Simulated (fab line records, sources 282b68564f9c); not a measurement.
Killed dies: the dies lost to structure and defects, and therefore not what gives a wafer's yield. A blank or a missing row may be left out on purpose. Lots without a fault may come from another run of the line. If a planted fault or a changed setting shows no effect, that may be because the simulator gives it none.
A lot that was struck, set against a sound lot	flow ritCmos	44 out of 202 route steps
Sound: these wafers, L828.2, L828.3, L828.6. Wafers L843.2, L843.4, L843.5 were the ones struck. The cause is given at the end.
Per side, at each step with rows, come the tool, then ch with its chambers, and then its first start. Under that, the readings that differ: sound wafers	struck wafers	difference of the means	sigmas: that difference in standard deviations of wafers without a fault.
alike: readings with means less than 2 such deviations apart, plus words and numbers identical on both sides. not compared: withheld readings, readings lacking a value on some wafer, bounds such as >300 that could conceal the same value, and numbers that have no deviation in the record and whose values overlap.
A row with sigmas, a row that says differs or no value, or rows on one side alone: a step with any of these is where the two part. When numbers do not overlap yet have no deviation, they are printed without sigmas and do not part them. Lack of a reading on every wafer of one side parts them only where that side has two or more wafers.

first, 3 steps without rows for these wafers: RIT_REOX_CLEAN_01 (cleans in dHF, time 30 s); RIT_REOX_CLEAN_02 (cleans in SC2, time 600 s); RIT_REOX_OXIDATION_03 (target thk 25.2 nm, ox time 5580 s).
RIT_REOX_THK_MEAS_04:
  sound on filmMetro-01 at day 2 17:19; struck on filmMetro-02 at day 5 21:32
  alike: REOX_OXIDE_THK
then, 6 steps without rows for these wafers: RIT_NLDD_HMDS_00 (prime time 60 s); RIT_NLDD_COAT_01 (resist thk 1000 nm); RIT_NLDD_SOFTBAKE_02 (time 60 s); RIT_NLDD_EXPOSE_03 (exposes mask M7, target cd 40700 nm); RIT_NLDD_PEB_04; RIT_NLDD_DEVELOP_05 (develop time 51.21 s).
RIT_NLDD_OVL_MEAS_06:
  sound on overlay-02 at day 2 18:13; struck on overlay-02 at day 5 22:27
  alike: NLDD_OVL
then, 1 step without rows for these wafers: RIT_NLDD_HARDBAKE_07 (time 60 s).
RIT_NLDD_IMPLANT_08:
  sound on implanter-01 ch 0, day 2 18:25; struck on implanter-01 ch 0, day 5 22:39
reading	sound	struck	difference	sigmas
doseIonsCm2	5.002e+14 5.007e+14 5.004e+14	6.499e+14 6.495e+14 6.504e+14	+1.495e+14	+99 or more
faradayCurrentUA	1598 1568 1575	2075 2004 2106	+481	+15
RIT_NLDD_STRIP_09: strips in O2, time 180 s.
  sound on plasmaAsher-03 ch 0,1, day 2 18:32; struck on plasmaAsher-04 ch 0,1, day 5 22:47
  alike: drypumpMotorCurrentA
  not compared: rfHoursCounterH
RIT_NLDD_TW_MEAS_10:
  sound on filmMetro-01 at day 2 18:44; struck on filmMetro-01 at day 5 22:58
reading	sound	struck	difference	sigmas
NLDD_TW	2499 2482 2503	2673 2660 2665	+171	+7
then, 6 steps without rows for these wafers: RIT_PLDD_HMDS_00 (prime time 60 s); RIT_PLDD_COAT_01 (resist thk 1000 nm); RIT_PLDD_SOFTBAKE_02 (time 60 s); RIT_PLDD_EXPOSE_03 (exposes mask M8, target cd 40900 nm); RIT_PLDD_PEB_04; RIT_PLDD_DEVELOP_05 (develop time 50 s).
RIT_PLDD_OVL_MEAS_06:
  sound on overlay-01 at day 2 19:38; struck on overlay-02 at day 6 00:05
  alike: PLDD_OVL
then, 2 steps without rows for these wafers: RIT_PLDD_HARDBAKE_07 (time 60 s); RIT_PLDD_IMPLANT_08.
RIT_PLDD_STRIP_09: strips in O2, time 180 s.
  sound on plasmaAsher-01 ch 1, day 2 19:58; struck on plasmaAsher-02 ch 0, day 6 00:38
reading	sound	struck	difference	sigmas
drypumpMotorCurrentA (A)	4.9 4.9 4.9	6.5 6.6 6.5	+1.6	+3
  not compared: rfHoursCounterH
RIT_PLDD_TW_MEAS_10:
  sound on filmMetro-04 at day 2 20:09; struck on filmMetro-03 at day 6 00:49
  alike: PLDD_TW
then, 4 steps without rows for these wafers: RIT_SPACER_CLEAN_00 (cleans in SC1, time 600 s); RIT_SPACER_CLEAN_01 (cleans in dHF, time 30 s); RIT_SPACER_CLEAN_02 (cleans in SC2, time 600 s); RIT_SPACER_CVD_03 (deposits Si3N4 from SiH2Cl2/NH3, target thk 250 nm, time 3300 s).
RIT_SPACER_THK_MEAS_04:
  sound on filmMetro-03 at day 2 22:29; struck on filmMetro-02 at day 6 03:10
  alike: SPACER_NITRIDE_THK
RIT_SPACER_ETCHBACK_05: etches Si3N4 in SF6/CHF3, stops on SiO2, target depth 250 nm, time 240 s.
  sound on rieDiel-01 ch 0,1, day 2 22:32; struck on rieDiel-04 ch 2,3, day 6 03:13
  alike: drypumpMotorCurrentA, oesProductAu, throttleValvePct
  not compared: rfHoursCounterH
then, 6 steps without rows for these wafers: RIT_NSD_HMDS_00 (prime time 60 s); RIT_NSD_COAT_01 (resist thk 1000 nm); RIT_NSD_SOFTBAKE_02 (time 60 s); RIT_NSD_EXPOSE_03 (exposes mask M9, target cd 40700 nm); RIT_NSD_PEB_04; RIT_NSD_DEVELOP_05 (develop time 50 s).
RIT_NSD_OVL_MEAS_06:
  sound on overlay-01 at day 2 23:33; struck on overlay-02 at day 6 04:13
  alike: NSD_OVL
then, 2 steps without rows for these wafers: RIT_NSD_HARDBAKE_07 (time 60 s); RIT_NSD_IMPLANT_08.
RIT_NSD_STRIP_09: strips in O2, time 180 s.
  sound on plasmaAsher-02 ch 0,1, day 2 23:53; struck on plasmaAsher-04 ch 0,1, day 6 04:33
  alike: drypumpMotorCurrentA
  not compared: rfHoursCounterH
RIT_SDANNEAL_RS_MEAS_07: a four-point-probe measurement.
  sound on filmMetro-04 at day 3 02:35; struck on filmMetro-04 at day 6 07:10
reading	sound	struck	difference	sigmas
NLDD_RS (ohm/sq)	151.3 151.7 151.3	122.3 122.1 122.3	-29.2	-49
RIT_M1_PROBE_99:
  sound on prober-02 at day 3 09:37; struck on prober-01 at day 6 15:00
reading	sound	struck	difference	sigmas
model.etest.nmos_0p3.rOnOhmUm	2172 2163 2169	2028 2020 2067	-130	
model.etest.nmos_0p15.rOnOhmUm	1161 1142 1181	980 996.8 1008	-166	
model.etest.nldd.rsOhmSq	399.2 396.5 398.9	303.5 293.8 304.6	-97.6	
model.etest.nmosTurned.driveUaUm	305.7 314.2 310	389.7 384.1 377.2	+73.7	
model.etest.nmos_0p15.driveUaUm	457.4 469.5 449.2	529.8 514.5 507.8	+58.7	
model.etest.nldd.lineOhmUm	127.9 124.2 124.9	94.39 91.78 93.22	-32.54	
model.etest.nmos_0p15.swingMvDec	85.64 86.48 85.36	87.74 87.71 87.26	+1.74	
model.etest.retroEdgeNmos.offLog10AUm	-10.12 -10.07 -10.45	-8.66 -9.293 -9.043	+1.21	
  alike: killedAtFrontEnd, killedDies, killedOpen, killedShort

== WHERE THEY PART ==
Earliest at RIT_NLDD_IMPLANT_08; latest, in this record, at RIT_SDANNEAL_RS_MEAS_07. Later steps at which nothing parts them and some readings are alike: RIT_M1_PROBE_99.

WHY: what the simulator had put in
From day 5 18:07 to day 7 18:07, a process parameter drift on implanter-01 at RIT_NLDD_IMPLANT_08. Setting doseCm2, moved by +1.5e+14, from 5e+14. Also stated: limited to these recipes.
